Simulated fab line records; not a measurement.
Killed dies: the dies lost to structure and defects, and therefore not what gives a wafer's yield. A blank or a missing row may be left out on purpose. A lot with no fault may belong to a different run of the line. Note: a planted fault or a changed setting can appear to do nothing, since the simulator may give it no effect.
Matching of chambers    flow berkeley-cmos170    UCB170_CONTACT_ETCH_17 on rie-diel-03 has 4 sister chambers
The step etches BARC in N2/H2. 14 wafers are shown with their chamber, then 7 later ones without.

== EACH WAFER AND ITS CHAMBER ==
wafer   chamber  drypump-motor-current-A (A)  throttle-valve-pct (%)  oes-product-au (a.u.)
L758.1  2        5.5                          13.44                   1.016
L758.4  3        5.9                          13.23                   1.019
L758.5  1        5.7                          13.33                   1.031
L761.2  2        5.5                          13.45                   1.011
L761.3  1        5.6                          13.33                   1.019
L761.6  3        5.9                          13.25                   1.013
L763.3  0        6.3                          13.49                   0.988
L763.4  1        5.7                          13.35                   1.013
L763.5  0        6.3                          13.47                   1.007
L762.2  0        6.2                          13.48                   1.001
L762.4  1        5.7                          13.35                   1.030
L762.6  0        6.2                          13.48                   1.001
L766.2  3        5.9                          13.25                   1.034
L766.3  0        6.2                          13.49                   1.002

SIGNATURES, as means of the wafers listed above
reading                  chamber 0  chamber 1  chamber 2  chamber 3  scatter within a chamber
drypump-motor-current-A  6.240      5.675      5.500      5.900      0.0442
throttle-valve-pct       13.4820    13.3400    13.4450    13.2433    0.00998
oes-product-au           0.99980    1.02325    1.01350    1.02200    0.00821
Rule: distance of a wafer from a chamber = root of the sum over the readings of ((wafer's reading minus chamber's mean) / reading's scatter) squared. If the next closest chamber is less than 2 further off than the closest, the wafer can't be placed; otherwise it belongs to the closest. The scatter is the square root of a quotient: the sum, over the shown wafers, of each reading's squared deviation from its chamber's mean, divided by wafers minus chambers.

== WAFERS MISSING THEIR CHAMBER ==
wafer   drypump-motor-current-A (A)  throttle-valve-pct (%)  oes-product-au (a.u.)
L766.5  6.2                          13.48                   1.009
L769.1  5.5                          13.49                   1.011
L769.3  6.2                          13.49                   0.990
L769.4  5.9                          13.23                   1.020
L772.2  5.9                          13.22                   1.022
L772.3  5.5                          13.45                   1.007
L772.5  5.9                          13.23                   1.017

== EACH ONE'S CHAMBER ==
wafer   from the rows above  in truth
L766.5  0                    0
L769.1  2                    2
L769.3  0                    0
L769.4  3                    3
L772.2  3                    3
L772.3  2                    2
L772.5  3                    3
Correctly placed: 7 of 7. From these rows, 0 cannot be placed. Placed wrongly: 0.
